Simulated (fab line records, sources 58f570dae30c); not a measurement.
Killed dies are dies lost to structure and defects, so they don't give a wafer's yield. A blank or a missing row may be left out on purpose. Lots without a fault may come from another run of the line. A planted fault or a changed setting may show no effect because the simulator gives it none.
One fault seen from 2 desks | flow berkeley_cmos170 | each desk has only its own numbers; what lay behind them comes last

THE TOOL OWNER'S DESK: furnace-04
The tool's own readings at UCB170_ACTIVE_OXIDATION_02 (target thk 26.4 nm, ox time 1226 s): means of the sampled wafers that have a number, for each lot that ran on this tool. A lot is out of limits, marked OUT, if its mean lies more than 4 standard deviations from the usual mean; the brackets give that distance.
Columns: A = tube_center_temp_C at UCB170_ACTIVE_OXIDATION_02, usual 1000 C
lot  | first seen here | A
L599 | day 5 21:28     | 1000
L601 | day 5 21:28     | 1000
L600 | day 6 01:59     | 1000
L603 | day 6 08:31     | 1000
L604 | day 6 08:31     | 1000
This desk's finding: nothing out of limits on any of the 5 lots.

THE METROLOGY DESK
What the gauges read, lot by lot, whatever tool the lot ran on: means of the sampled wafers that have a number. A lot is out of limits, marked OUT, if its mean lies more than 4 standard deviations from the usual mean; the brackets give that distance. Of its 10 readings 7 are shown: those that lie furthest out on some lot.
Columns: A = PWELL_TW at UCB170_PWELL_TW_MEAS_17, usual 380.0; B = WELLDRIVE_OXIDE_THK at UCB170_WELLDRIVE_THK_MEAS_02, usual 202 nm; C = ACTIVE_NITRIDE_THK at UCB170_ACTIVE_THK_MEAS_06, usual 220.6 nm; D = cd_nm at UCB170_ACTIVE_CD_MEAS_13, usual 1200.3 nm; E = ACTIVE_OVL at UCB170_ACTIVE_OVL_MEAS_14, usual 0 nm; F = cd_nm at UCB170_ACTIVE_CD_MEAS_90, usual 1200.4 nm; G = PFIELD_OVL at UCB170_PFIELD_OVL_MEAS_06, usual 1 nm
lot  | first seen here | A     | B   | C     | D      | E  | F      | G
L596 | day 3 22:16     | 380.7 | 202 | 222.2 | 1199.7 | -1 | 1199.6 | -3
L601 | day 4 17:58     | 380.2 | 204 | 219.2 | 1202.0 | -2 | 1202.2 | -2
L599 | day 4 18:02     | 379.4 | 204 | 219.7 | 1200.3 | 4  | 1200.2 | 10
L600 | day 4 22:45     | 376.8 | 197 | 223.2 | 1199.7 | -0 | 1199.7 | -5
L603 | day 5 07:12     | 379.5 | 206 | 217.1 | 1202.8 | 11 | 1202.9 | 0
L604 | day 5 07:39     | 380.1 | 203 | 219.4 | 1200.5 | -4 | 1200.7 | 0
L609 | day 6 10:37     | 379.5 | 201 | 222.3 | 1199.7 | 0  | 1200.0 | -2
This desk's finding: nothing out of limits on any of the 7 lots.

PUT TOGETHER
The tool owner's desk saw nothing out of limits.
The metrology desk saw nothing out of limits.

WHAT THE SIMULATOR HAD PUT IN
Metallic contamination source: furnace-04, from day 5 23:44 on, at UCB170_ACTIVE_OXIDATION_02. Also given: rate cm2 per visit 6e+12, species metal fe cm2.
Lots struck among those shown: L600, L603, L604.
